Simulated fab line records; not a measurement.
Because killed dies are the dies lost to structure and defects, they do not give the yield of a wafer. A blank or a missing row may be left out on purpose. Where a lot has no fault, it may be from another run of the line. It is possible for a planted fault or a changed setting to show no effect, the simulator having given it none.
fab line records	flow berkeleyCmos170
[record] lots = 24	wafers = 72	lastDay = 12
route steps=331 shown NWELL@16 ACTIVE@63 M3@328
lots with no fault: from the same line, run without faults
startH: start of the lot's first displayed wafer, in hours after the record's first day	waitH: hours elapsed since this lot's preceding step	" the same as in the row above	L1.1+2: a single row standing in for several wafers	- no value, or no start given	* or withheld: withheld	< > ~ a bound
route shown NAME@n: names a module that has steps shown in the file, with the first one's number in the route	usual: mean/standard deviation of fault-free wafers	same: alike in all rows	chamber/n: place in a boat	sites: per-site readings	_std_site: their standard deviation	_edge_site: mean of outer sites minus mean of inner sites	radiusMm: how far each site lies from the wafer's centre	mask NAME#n: copy n	behind: the tool/chamber that last shaped the wafer	hold: why the lot was held/for how many hours/how that ended	device: which transistor (n, p or np) failed to switch	end of line: the same wafers' tests at the end of the route	a step without rows: its recipe alone	killed: count of dies lost to structure and defects at first sort (not the wafer's yield)	map: shows each die of a wafer: x if killed, . if not, _ if none is there
set.NAME: the setting the step ran with; set.NAME@STEP: the setting that earlier step ran with	model.NAME: the simulator's own value behind a step, which no gauge read
a sample of lots followed through the steps of the route, with each step as a table and each wafer as a row
services: from which hour (startH, from the record's first day; less than 0 if before it) a tool's chamber was out of use, for how many hours, and why
[[steps]]
[step UCB170_NWELL_THK_MEAS_02]
[recipe] reads = SiO2_of_NWELL_OXIDATION_01
[usual] NWELL_OXIDE_THK = 26.4/0.54
lot.wafer	tool	chamber	startH	waitH	NWELL_OXIDE_THK[nm]
L074.1	filmMetro-04	-	24.95	0.0	26.5
L074.3	"	-	"	"	26.0
L074.6	"	-	"	"	26.4
L075.1	filmMetro-02	-	32.22	0.0	27.2
L075.3	"	-	"	"	27.4
L075.5	"	-	"	"	27.5
L076.3	filmMetro-01	-	32.24	0.0	27.5
L076.4	"	-	"	"	26.9
L076.6	"	-	"	"	27.4
L077.1	filmMetro-02	-	38.64	0.0	27.1
L077.3	"	-	"	"	26.9
L077.5	"	-	"	"	26.9
L078.1	filmMetro-02	-	46.18	0.0	26.9
L078.3	"	-	"	"	26.7
L078.5	"	-	"	"	26.9
L079.1	filmMetro-01	-	46.18	0.0	26.6
L079.4	"	-	"	"	26.3
L079.5	"	-	"	"	26.5
L080.1	filmMetro-02	-	59.00	0.0	27.0
L080.2	"	-	"	"	27.4
L080.3	"	-	"	"	27.3
L081.2	filmMetro-04	-	65.11	0.0	27.0
L081.4	"	-	"	"	27.1
L081.5	"	-	"	"	27.2
L082.3	filmMetro-02	-	65.12	0.0	26.5
L082.4	"	-	"	"	26.5
L082.6	"	-	"	"	26.8
L083.1	filmMetro-04	-	73.26	0.0	26.5
L083.3	"	-	"	"	26.9
L083.4	"	-	"	"	27.0
L084.2	filmMetro-02	-	73.27	0.0	26.1
L084.5	"	-	"	"	26.4
L084.6	"	-	"	"	26.2
L085.1	filmMetro-04	-	80.61	0.0	26.2
L085.2	"	-	"	"	26.3
L085.5	"	-	"	"	26.1
L086.3	filmMetro-01	-	80.63	0.0	26.9
L086.4	"	-	"	"	27.1
L086.6	"	-	"	"	26.9
L087.1	filmMetro-01	-	90.58	0.0	26.1
L087.3	"	-	"	"	26.2
L087.6	"	-	"	"	25.4
L088.1	filmMetro-04	-	93.54	0.0	26.3
L088.3	"	-	"	"	26.2
L088.5	"	-	"	"	25.8
L089.1	filmMetro-04	-	97.12	0.0	25.7
L089.3	"	-	"	"	25.5
L089.4	"	-	"	"	25.1
L090.2	filmMetro-04	-	100.00	0.0	25.9
L090.5	"	-	"	"	26.2
L090.6	"	-	"	"	26.0
L091.1	filmMetro-04	-	107.47	0.0	25.7
L091.2	"	-	"	"	25.7
L091.6	"	-	"	"	26.1
L092.1	filmMetro-04	-	112.90	0.0	26.2
L092.3	"	-	"	"	26.0
L092.4	"	-	"	"	26.0
L093.1	filmMetro-04	-	115.75	0.0	25.8
L093.2	"	-	"	"	26.1
L093.5	"	-	"	"	26.5
L094.3	filmMetro-04	-	125.14	0.0	26.4
L094.4	"	-	"	"	26.6
L094.5	"	-	"	"	26.2
L095.3	filmMetro-04	-	130.20	0.0	26.1
L095.5	"	-	"	"	25.9
L095.6	"	-	"	"	25.9
L096.4	filmMetro-04	-	135.81	0.0	25.9
L096.5	"	-	"	"	25.8
L096.6	"	-	"	"	25.7
L097.2	filmMetro-01	-	142.73	0.0	26.0
L097.3	"	-	"	"	26.6
L097.5	"	-	"	"	26.1
[step UCB170_NWELL_OVL_MEAS_12]
[usual] NWELL_OVL = 2/5.6
lot.wafer	tool	chamber	startH	waitH	NWELL_OVL[nm]
L074.1	overlay-01	-	31.89	-	-4
L074.3	"	-	"	"	-8
L074.6	"	-	"	"	-4
L076.3	overlay-01	-	39.42	-	5
L076.4	"	-	"	"	7
L076.6	"	-	"	"	14
L075.1	overlay-02	-	39.65	-	-4
L075.3	"	-	"	"	-4
L075.5	"	-	"	"	-7
L077.1	overlay-02	-	45.54	-	-5
L077.3	"	-	"	"	-5
L077.5	"	-	"	"	6
L078.1	overlay-02	-	54.05	-	2
L078.3	"	-	"	"	-4
L078.5	"	-	"	"	1
L079.1	overlay-02	-	54.71	-	4
L079.4	"	-	"	"	1
L079.5	"	-	"	"	0
L080.1	overlay-01	-	66.71	-	-1
L080.2	"	-	"	"	-3
L080.3	"	-	"	"	-6
L081.2	overlay-01	-	72.20	-	-1
L081.4	"	-	"	"	1
L081.5	"	-	"	"	7
L082.3	overlay-01	-	72.43	-	1
L082.4	"	-	"	"	5
L082.6	"	-	"	"	10
L083.1	overlay-01	-	82.33	-	7
L083.3	"	-	"	"	4
L083.4	"	-	"	"	8
L084.2	overlay-01	-	82.58	-	5
L084.5	"	-	"	"	4
L084.6	"	-	"	"	0
L085.1	overlay-01	-	88.99	-	-9
L085.2	"	-	"	"	-5
L085.5	"	-	"	"	-8
L086.3	overlay-02	-	89.12	-	16
L086.4	"	-	"	"	13
L086.6	"	-	"	"	12
L087.1	overlay-02	-	96.02	-	0
L087.3	"	-	"	"	0
L087.6	"	-	"	"	2
L088.1	overlay-02	-	101.29	-	-1
L088.3	"	-	"	"	5
L088.5	"	-	"	"	7
L089.1	overlay-01	-	102.32	-	4
L089.3	"	-	"	"	-1
L089.4	"	-	"	"	7
L090.2	overlay-02	-	104.76	-	-5
L090.5	"	-	"	"	0
L090.6	"	-	"	"	-5
L091.1	overlay-01	-	114.38	-	16
L091.2	"	-	"	"	10
L091.6	"	-	"	"	12
L092.1	overlay-02	-	120.72	-	2
L092.3	"	-	"	"	-1
L092.4	"	-	"	"	-1
L093.1	overlay-01	-	123.73	-	-6
L093.2	"	-	"	"	-6
L093.5	"	-	"	"	3
L094.3	overlay-02	-	132.66	-	8
L094.4	"	-	"	"	3
L094.5	"	-	"	"	4
L095.3	overlay-01	-	137.59	-	-3
L095.5	"	-	"	"	-7
L095.6	"	-	"	"	-8
L096.4	overlay-01	-	145.61	-	-4
L096.5	"	-	"	"	3
L096.6	"	-	"	"	0
L097.2	overlay-01	-	151.82	-	6
L097.3	"	-	"	"	0
L097.5	"	-	"	"	6
[step UCB170_ACTIVE_THK_MEAS_03]
[recipe] reads = SiO2_of_ACTIVE_OXIDATION_02
[usual] ACTIVE_OXIDE_THK = 26.6/0.47
lot.wafer	tool	chamber	startH	waitH	ACTIVE_OXIDE_THK[nm]
L074.1	filmMetro-02	-	71.56	0.0	26.7
L074.3	"	-	"	"	26.6
L074.6	"	-	"	"	26.5
L075.1	filmMetro-03	-	81.96	0.0	26.5
L075.3	"	-	"	"	26.7
L075.5	"	-	"	"	26.5
L077.1	filmMetro-01	-	81.96	0.0	26.6
L077.3	"	-	"	"	27.2
L077.5	"	-	"	"	27.1
L076.3	filmMetro-02	-	81.98	0.0	27.0
L076.4	"	-	"	"	27.3
L076.6	"	-	"	"	27.2
L078.1	filmMetro-02	-	91.93	0.0	26.3
L078.3	"	-	"	"	26.3
L078.5	"	-	"	"	26.0
L079.1	filmMetro-01	-	91.93	0.0	26.3
L079.4	"	-	"	"	25.9
L079.5	"	-	"	"	26.3
L080.1	filmMetro-01	-	102.67	0.0	26.5
L080.2	"	-	"	"	26.4
L080.3	"	-	"	"	27.0
L081.2	filmMetro-03	-	112.95	0.0	26.7
L081.4	"	-	"	"	26.0
L081.5	"	-	"	"	26.3
L082.3	filmMetro-02	-	113.01	0.1	26.4
L082.4	"	-	"	"	26.5
L082.6	"	-	"	"	26.2
L083.1	filmMetro-03	-	119.64	0.0	26.9
L083.3	"	-	"	"	26.9
L083.4	"	-	"	"	26.8
L084.2	filmMetro-01	-	119.65	0.0	26.1
L084.5	"	-	"	"	26.5
L084.6	"	-	"	"	27.0
L086.3	filmMetro-03	-	120.98	0.0	27.4
L086.4	"	-	"	"	27.2
L086.6	"	-	"	"	26.8
L085.1	filmMetro-01	-	120.98	0.0	26.5
L085.2	"	-	"	"	26.7
L085.5	"	-	"	"	27.0
L087.1	filmMetro-01	-	131.07	0.0	26.2
L087.3	"	-	"	"	26.2
L087.6	"	-	"	"	26.7
L090.2	filmMetro-01	-	145.60	0.0	26.7
L090.5	"	-	"	"	26.9
L090.6	"	-	"	"	27.1
L089.1	filmMetro-01	-	150.12	0.0	26.3
L089.3	"	-	"	"	26.4
L089.4	"	-	"	"	26.8
L088.1	filmMetro-03	-	150.12	0.0	26.7
L088.3	"	-	"	"	26.3
L088.5	"	-	"	"	26.0
L091.1	filmMetro-03	-	155.64	0.0	26.0
L091.2	"	-	"	"	25.7
L091.6	"	-	"	"	25.8
L092.1	filmMetro-01	-	163.20	0.0	27.2
L092.3	"	-	"	"	26.6
L092.4	"	-	"	"	26.6
L093.1	filmMetro-03	-	166.32	0.0	26.7
L093.2	"	-	"	"	26.7
L093.5	"	-	"	"	26.9
L094.3	filmMetro-01	-	174.97	0.0	26.5
L094.4	"	-	"	"	26.3
L094.5	"	-	"	"	26.5
L095.3	filmMetro-03	-	174.97	0.0	25.5
L095.5	"	-	"	"	25.4
L095.6	"	-	"	"	25.8
L096.4	filmMetro-02	-	187.37	0.0	26.9
L096.5	"	-	"	"	27.3
L096.6	"	-	"	"	26.9
L097.2	filmMetro-03	-	191.01	0.0	27.2
L097.3	"	-	"	"	27.0
L097.5	"	-	"	"	27.0
[step UCB170_ACTIVE_THK_MEAS_06]
[recipe] reads = Si3N4_of_ACTIVE_CVD_05
[usual] ACTIVE_NITRIDE_THK = 220.8/1.7
lot.wafer	tool	chamber	startH	waitH	ACTIVE_NITRIDE_THK[nm]
L074.1	filmMetro-01	-	78.07	0.0	220.6
L074.3	"	-	"	"	221.7
L074.6	"	-	"	"	220.8
L075.1	filmMetro-02	-	88.82	0.0	217.0
L075.3	"	-	"	"	216.6
L075.5	"	-	"	"	216.1
L076.3	filmMetro-03	-	88.84	0.0	221.6
L076.4	"	-	"	"	220.4
L076.6	"	-	"	"	221.1
L077.1	filmMetro-03	-	88.88	0.1	217.7
L077.3	"	-	"	"	219.9
L077.5	"	-	"	"	217.6
L078.1	filmMetro-02	-	97.03	0.0	222.7
L078.3	"	-	"	"	222.4
L078.5	"	-	"	"	221.2
L079.1	filmMetro-03	-	97.03	0.0	221.2
L079.4	"	-	"	"	221.9
L079.5	"	-	"	"	221.6
L080.1	filmMetro-02	-	106.51	0.0	221.0
L080.2	"	-	"	"	223.7
L080.3	"	-	"	"	222.8
L081.2	filmMetro-03	-	118.95	0.0	219.3
L081.4	"	-	"	"	222.0
L081.5	"	-	"	"	220.3
L082.3	filmMetro-01	-	118.96	0.0	219.9
L082.4	"	-	"	"	221.4
L082.6	"	-	"	"	220.1
L083.1	filmMetro-01	-	124.75	0.0	223.5
L083.3	"	-	"	"	223.0
L083.4	"	-	"	"	222.8
L084.2	filmMetro-03	-	124.76	0.0	220.6
L084.5	"	-	"	"	219.3
L084.6	"	-	"	"	220.1
L086.3	filmMetro-02	-	124.77	0.0	220.4
L086.4	"	-	"	"	220.2
L086.6	"	-	"	"	218.9
L085.1	filmMetro-03	-	124.81	0.1	221.3
L085.2	"	-	"	"	222.4
L085.5	"	-	"	"	221.7
L087.1	filmMetro-03	-	138.95	0.0	219.8
L087.3	"	-	"	"	220.9
L087.6	"	-	"	"	220.0
L090.2	filmMetro-03	-	152.55	0.0	221.8
L090.5	"	-	"	"	222.9
L090.6	"	-	"	"	221.0
L088.1	filmMetro-01	-	157.13	0.0	221.4
L088.3	"	-	"	"	221.7
L088.5	"	-	"	"	220.3
L089.1	filmMetro-03	-	157.13	0.0	219.9
L089.3	"	-	"	"	220.4
L089.4	"	-	"	"	221.4
L091.1	filmMetro-03	-	161.23	0.0	222.4
L091.2	"	-	"	"	222.2
L091.6	"	-	"	"	222.7
L092.1	filmMetro-03	-	169.53	0.0	222.4
L092.3	"	-	"	"	221.3
L092.4	"	-	"	"	222.4
L093.1	filmMetro-03	-	173.62	0.0	220.6
L093.2	"	-	"	"	220.0
L093.5	"	-	"	"	220.3
L094.3	filmMetro-03	-	180.99	0.0	219.6
L094.4	"	-	"	"	221.1
L094.5	"	-	"	"	220.9
L095.3	filmMetro-03	-	181.05	0.1	223.2
L095.5	"	-	"	"	222.9
L095.6	"	-	"	"	222.3
L097.2	filmMetro-03	-	197.88	0.0	219.2
L097.3	"	-	"	"	219.3
L097.5	"	-	"	"	219.8
L096.4	filmMetro-01	-	197.90	0.0	219.6
L096.5	"	-	"	"	220.1
L096.6	"	-	"	"	219.5
[step UCB170_ACTIVE_OVL_MEAS_14]
[usual] ACTIVE_OVL = 2/5.7
lot.wafer	tool	chamber	startH	waitH	ACTIVE_OVL[nm]
L074.1	overlay-01	-	79.15	0.1	-1
L074.3	"	-	"	"	-2
L074.6	"	-	"	"	-12
L076.3	overlay-01	-	89.97	0.1	-1
L076.4	"	-	"	"	-1
L076.6	"	-	"	"	1
L075.1	overlay-02	-	90.18	0.1	9
L075.3	"	-	"	"	9
L075.5	"	-	"	"	11
L077.1	overlay-01	-	90.45	0.1	-1
L077.3	"	-	"	"	1
L077.5	"	-	"	"	2
L078.1	overlay-02	-	98.39	0.1	4
L078.3	"	-	"	"	8
L078.5	"	-	"	"	15
L079.1	overlay-02	-	102.32	0.1	0
L079.4	"	-	"	"	2
L079.5	"	-	"	"	-9
L080.1	overlay-02	-	107.53	0.1	5
L080.2	"	-	"	"	8
L080.3	"	-	"	"	2
L081.2	overlay-01	-	121.00	0.1	9
L081.4	"	-	"	"	7
L081.5	"	-	"	"	11
L082.3	overlay-02	-	121.01	0.1	6
L082.4	"	-	"	"	-1
L082.6	"	-	"	"	0
L084.2	overlay-02	-	125.78	0.1	-5
L084.5	"	-	"	"	-1
L084.6	"	-	"	"	2
L086.3	overlay-01	-	125.90	0.1	-7
L086.4	"	-	"	"	-1
L086.6	"	-	"	"	3
L083.1	overlay-02	-	126.50	0.1	0
L083.3	"	-	"	"	4
L083.4	"	-	"	"	4
L085.1	overlay-01	-	126.55	0.1	7
L085.2	"	-	"	"	6
L085.5	"	-	"	"	14
L087.1	overlay-02	-	140.10	0.1	-1
L087.3	"	-	"	"	5
L087.6	"	-	"	"	1
L090.2	overlay-02	-	153.75	0.1	3
L090.5	"	-	"	"	1
L090.6	"	-	"	"	10
L088.1	overlay-02	-	158.20	0.1	5
L088.3	"	-	"	"	13
L088.5	"	-	"	"	9
L089.1	overlay-02	-	158.36	0.1	1
L089.3	"	-	"	"	2
L089.4	"	-	"	"	8
L091.1	overlay-02	-	162.59	0.1	-19
L091.2	"	-	"	"	-5
L091.6	"	-	"	"	-7
L092.1	overlay-02	-	170.68	0.1	9
L092.3	"	-	"	"	6
L092.4	"	-	"	"	6
L093.1	overlay-02	-	174.64	0.1	2
L093.2	"	-	"	"	-9
L093.5	"	-	"	"	-5
L094.3	overlay-01	-	182.13	0.1	8
L094.4	"	-	"	"	4
L094.5	"	-	"	"	-2
L095.3	overlay-02	-	182.37	0.1	-1
L095.5	"	-	"	"	6
L095.6	"	-	"	"	4
L097.2	overlay-02	-	199.65	0.1	-1
L097.3	"	-	"	"	4
L097.5	"	-	"	"	-5
L096.4	overlay-02	-	199.70	0.1	6
L096.5	"	-	"	"	5
L096.6	"	-	"	"	9
[step UCB170_M3_STRIP_19]
[recipe] chemistry = O2	powerW = 400	pressureMtorr = 3500	platenTempC = withheld	o2FlowSccm = 400	overashFraction = 0.5
[usual] drypumpMotorCurrentA = 5.7/0.43	oesProductAu = 0.552/0.0081
lot.wafer	tool	chamber	startH	waitH	drypumpMotorCurrentA	oesProductAu	rfHoursCounterH
L074.1	plasmaAsher-01	0	158.39	0.1	5.0	0.556	46
L074.3	"	0	"	"	5.0	0.541	-
L074.6	"	0	"	"	5.0	0.554	-
L077.1	plasmaAsher-03	1	168.60	0.1	5.8	0.541	4
L077.3	"	1	"	"	5.7	0.568	-
L077.5	"	0	"	"	6.4	0.552	-
L076.3	plasmaAsher-02	0	169.69	0.1	5.8	0.550	-
L076.4	"	1	"	"	5.5	0.538	-
L076.6	"	0	"	"	5.8	0.547	-
L075.1	plasmaAsher-01	0	170.20	0.1	5.0	0.561	48
L075.3	"	0	"	"	5.0	0.544	-
L075.5	"	1	"	"	5.6	0.548	-
L078.1	plasmaAsher-03	0	184.22	0.1	6.4	0.556	5
L078.3	"	0	"	"	6.4	0.549	-
L078.5	"	0	"	"	6.3	0.549	-
L079.1	plasmaAsher-01	0	184.55	0.1	5.0	0.544	49
L079.4	"	0	"	"	5.0	0.546	-
L079.5	"	0	"	"	5.0	0.543	-
L080.1	plasmaAsher-03	1	195.18	0.1	5.8	0.571	6
L080.2	"	0	"	"	6.4	0.542	6
L080.3	"	0	"	"	6.3	0.546	-
L081.2	plasmaAsher-01	1	203.85	0.1	5.7	0.545	51
L081.4	"	0	"	"	5.0	0.556	-
L081.5	"	0	"	"	5.0	0.542	-
L082.3	plasmaAsher-02	0	204.73	0.1	5.8	0.555	-
L082.4	"	1	"	"	5.5	0.564	-
L082.6	"	0	"	"	5.8	0.554	-
L083.1	plasmaAsher-02	0	214.11	0.1	5.8	0.566	45
L083.3	"	0	"	"	5.8	0.548	-
L083.4	"	1	"	"	5.5	0.547	-
L084.2	plasmaAsher-03	1	214.39	0.1	5.8	0.551	8
L084.5	"	1	"	"	5.8	0.548	-
L084.6	"	0	"	"	6.4	0.543	-
L086.3	plasmaAsher-01	0	214.69	0.1	5.0	0.563	-
L086.4	"	1	"	"	5.7	0.560	-
L086.6	"	0	"	"	5.0	0.559	-
L085.1	plasmaAsher-03	1	215.11	0.1	5.8	0.563	8
L085.2	"	0	"	"	6.4	0.560	8
L085.5	"	1	"	"	5.8	0.554	-
L087.1	plasmaAsher-02	0	228.31	0.1	5.8	0.554	46
L087.3	"	0	"	"	5.8	0.542	-
L087.6	"	0	"	"	5.8	0.550	-
L090.2	plasmaAsher-01	0	243.20	0.1	5.0	0.554	55
L090.5	"	1	"	"	5.7	0.551	-
L090.6	"	0	"	"	5.0	0.556	-
L089.1	plasmaAsher-03	1	243.46	0.1	5.8	0.532	11
L089.3	"	1	"	"	5.8	0.547	-
L089.4	"	0	"	"	6.3	0.543	-
L088.1	plasmaAsher-02	0	243.80	0.1	5.8	0.565	48
L088.3	"	1	"	"	5.5	0.551	-
L088.5	"	0	"	"	5.8	0.562	-
L091.1	plasmaAsher-01	0	244.68	0.1	5.0	0.547	55
L091.2	"	1	"	"	5.7	0.555	55
L091.6	"	0	"	"	5.0	0.555	-
L092.1	plasmaAsher-01	1	260.68	0.1	5.7	0.553	57
L092.3	"	0	"	"	5.0	0.553	-
L092.4	"	1	"	"	5.7	0.558	-
L093.1	plasmaAsher-03	0	270.02	0.1	6.3	0.544	14
L093.2	"	1	"	"	5.8	0.550	14
L093.5	"	1	"	"	5.8	0.548	-
L095.3	plasmaAsher-03	1	275.77	0.1	5.8	0.542	-
L095.5	"	1	"	"	5.8	0.553	-
L095.6	"	0	"	"	6.3	0.547	-
L094.3	plasmaAsher-01	0	276.47	0.1	5.0	0.563	-
L094.4	"	1	"	"	5.7	0.548	-
L094.5	"	1	"	"	5.7	0.549	-
L096.4	plasmaAsher-01	1	287.66	0.1	5.7	0.546	-
L096.5	"	0	"	"	5.0	0.544	-
L096.6	"	1	"	"	5.6	0.534	-
L097.2	plasmaAsher-03	0	288.76	0.1	6.4	0.562	16
L097.3	"	1	"	"	5.8	0.565	-
L097.5	"	0	"	"	6.3	0.568	-
[[services]]
tool	chamber	startH	hours	kind
plasmaAsher-02	-	193.46	1.0	repair
plasmaAsher-03	-	212.55	1.7	repair
[[key]]
fault none
